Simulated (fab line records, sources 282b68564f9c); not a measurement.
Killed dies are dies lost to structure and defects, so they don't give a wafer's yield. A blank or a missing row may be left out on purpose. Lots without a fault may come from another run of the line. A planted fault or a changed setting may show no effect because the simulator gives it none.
Which tool did it? | flow rit_cmos | 15 lots, 45 wafers sampled, at 3 steps of a route of 202

WHAT THE GAUGES READ, wafer by wafer
RIT_PWELL_TW_MEAS_10.
lot  | measured    | on            | PWELL_TW
L766 | day 1 23:00 | film_metro-04 | 948 949 952
L768 | day 2 12:14 | film_metro-01 | 940 943 943
L769 | day 2 20:35 | film_metro-01 | 939 942 937
L772 | day 3 10:45 | film_metro-01 | 939 939 934
L773 | day 3 16:25 | film_metro-04 | 956 957 956
L774 | day 3 18:40 | film_metro-01 | 1168 1177 1169
L775 | day 3 22:01 | film_metro-03 | 944 949 948
L776 | day 4 10:02 | film_metro-04 | 953 954 954
L778 | day 4 16:38 | film_metro-04 | 1193 1188 1190
L780 | day 5 00:25 | film_metro-01 | 943 938 945
L785 | day 5 23:52 | film_metro-01 | 1184 1174 1171
L786 | day 6 03:40 | film_metro-04 | 948 950 950
L787 | day 6 09:05 | film_metro-04 | 944 947 950
L788 | day 6 14:37 | film_metro-01 | 947 946 946
L789 | day 6 21:27 | film_metro-04 | 953 951 952

RIT_WELLDRIVE_RS_MEAS_02: measures by four-point-probe.
lot  | measured    | on            | PWELL_RS (ohm/sq)
L766 | day 2 04:39 | film_metro-04 | 430.3 429.8 429.1
L768 | day 2 20:52 | film_metro-04 | 427.6 427.6 428.2
L769 | day 3 03:19 | film_metro-01 | 429.9 429.8 430.5
L772 | day 3 17:26 | film_metro-01 | 432.3 431.1 432.4
L773 | day 3 23:09 | film_metro-03 | 430.6 430.4 431.8
L774 | day 4 02:20 | film_metro-04 | 280.9 282.0 280.7
L775 | day 4 07:26 | film_metro-04 | 431.0 431.1 430.4
L776 | day 4 15:20 | film_metro-04 | 429.9 429.4 429.8
L778 | day 4 22:50 | film_metro-04 | 279.9 279.8 279.8
L780 | day 5 06:19 | film_metro-01 | 431.8 432.7 433.0
L785 | day 6 05:28 | film_metro-01 | 281.3 281.0 282.9
L786 | day 6 10:01 | film_metro-04 | 429.8 430.2 429.8
L787 | day 6 14:21 | film_metro-04 | 431.2 430.4 429.9
L788 | day 6 20:14 | film_metro-04 | 429.4 429.4 429.6
L789 | day 7 02:43 | film_metro-01 | 430.5 429.3 429.4

WHICH TOOL RAN EACH LOT (tool, then ch and the chambers of the sampled wafers, then the start)
lot  | RIT_PWELL_IMPLANT_08
L766 | implanter-01 ch 0, day 1 22:41
L768 | implanter-02 ch 0, day 2 11:54
L769 | implanter-02 ch 0, day 2 20:19
L772 | implanter-03 ch 0, day 3 10:26
L773 | implanter-03 ch 0, day 3 16:05
L774 | implanter-01 ch 0, day 3 18:02
L775 | implanter-02 ch 0, day 3 21:43
L776 | implanter-01 ch 0, day 4 09:44
L778 | implanter-02 ch 0, day 4 15:59
L780 | implanter-03 ch 0, day 5 00:05
L785 | implanter-03 ch 0, day 5 23:13
L786 | implanter-02 ch 0, day 6 03:23
L787 | implanter-02 ch 0, day 6 08:46
L788 | implanter-01 ch 0, day 6 14:17
L789 | implanter-03 ch 0, day 6 21:08
- RIT_PWELL_IMPLANT_08

WHAT THE TOOLS THEMSELVES READ (means of the sampled wafers that have a number; where no wafer has one, the mark that the record gives instead)
RIT_PWELL_IMPLANT_08.
lot  | tool         | dose_ions_cm2
L766 | implanter-01 | 7e+13
L768 | implanter-02 | 7e+13
L769 | implanter-02 | 7e+13
L772 | implanter-03 | 7e+13
L773 | implanter-03 | 7e+13
L774 | implanter-01 | 7e+13
L775 | implanter-02 | 7e+13
L776 | implanter-01 | 7e+13
L778 | implanter-02 | 7e+13
L780 | implanter-03 | 7e+13
L785 | implanter-03 | 7e+13
L786 | implanter-02 | 7e+13
L787 | implanter-02 | 7e+13
L788 | implanter-01 | 7e+13
L789 | implanter-03 | 7e+13

THE ANSWER, worked out from the rows above alone
Rule: what is usual is taken from the lots themselves. Put in order of their means at a reading, lots are off if they are a third of the lots or fewer, leave a main group of 4 or more, and stand apart from it by a gap of 3 or more times the standard deviation of the main group's means; of several such gaps the widest counts. A main group whose means are all the same, to the digits that the tables above print for the reading, isn't used. A lot without any number at a reading at which 4 lots or more have one is off too. The other lots that the step has rows for count as sound. The gauges are gone through in route order, then the tools' own readings, and for those a lot's mean is taken as printed above. The first step at which some lot is off is used, and at that step the reading that is off furthest; a lot without a number counts as furthest.
Off: L774, L778, L785, at RIT_PWELL_TW_MEAS_10 (PWELL_TW). The main group: mean 947, standard deviation 5.6.
A tool fits if, at a process step before that reading, it ran every lot that is off, and no sound lot after the first of them. The gauges at RIT_PWELL_TW_MEAS_10 are tried like those tools. None of those tried fits.

WHAT THE SIMULATOR HAD PUT IN
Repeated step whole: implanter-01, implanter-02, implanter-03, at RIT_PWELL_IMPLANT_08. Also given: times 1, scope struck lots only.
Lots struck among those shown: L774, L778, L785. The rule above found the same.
